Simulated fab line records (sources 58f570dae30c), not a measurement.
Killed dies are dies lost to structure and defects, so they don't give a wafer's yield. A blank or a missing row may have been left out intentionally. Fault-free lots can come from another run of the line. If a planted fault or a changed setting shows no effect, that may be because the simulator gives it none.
Which tool is to blame? | flow berkeley cmos170 | 7 lots (21 wafers sampled), 1 step of a 331-step route

## WHAT THE GAUGES READ, wafer by wafer
UCB170_START_THK_MEAS_03.
lot  | measured    | on            | START_OXIDE_THK (nm)
L825 | day 1 21:18 | film metro-02 | 19.9 19.8 19.9
L830 | day 2 17:54 | film metro-04 | 20.0 19.9 19.9
L832 | day 3 03:50 | film metro-03 | 19.8 19.7 19.4
L834 | day 3 19:14 | film metro-03 | 20.1 20.2 20.4
L838 | day 4 13:05 | film metro-02 | 20.5 20.4 20.4
L843 | day 5 15:05 | film metro-02 | 20.4 20.6 20.3
L847 | day 6 17:07 | film metro-04 | 20.0 20.2 20.2

## EACH LOT AND THE TOOL THAT RAN IT (in order: tool; ch and the chambers of the sampled wafers; start)
The record shows no process step preceding these readings.

## THE ANSWER, worked out from the rows above alone
Rule: the usual values come from the lots themselves. The widest of any qualifying gaps counts: lots, ordered by their means at a reading, are off when they make up no more than a third of the lots, leave a main group of 4 or more, and stand apart from it by 3 or more times the standard deviation of that group's means. Not used: any main group whose means are identical at the precision the tables above print for the reading. A lot without any number at a reading at which 4 lots or more have one is off too. The other lots that the step has rows for count as sound.
Across all readings shown, no lot is off: no conclusion can be drawn from this.

## WHAT WAS PUT IN BY THE SIMULATOR
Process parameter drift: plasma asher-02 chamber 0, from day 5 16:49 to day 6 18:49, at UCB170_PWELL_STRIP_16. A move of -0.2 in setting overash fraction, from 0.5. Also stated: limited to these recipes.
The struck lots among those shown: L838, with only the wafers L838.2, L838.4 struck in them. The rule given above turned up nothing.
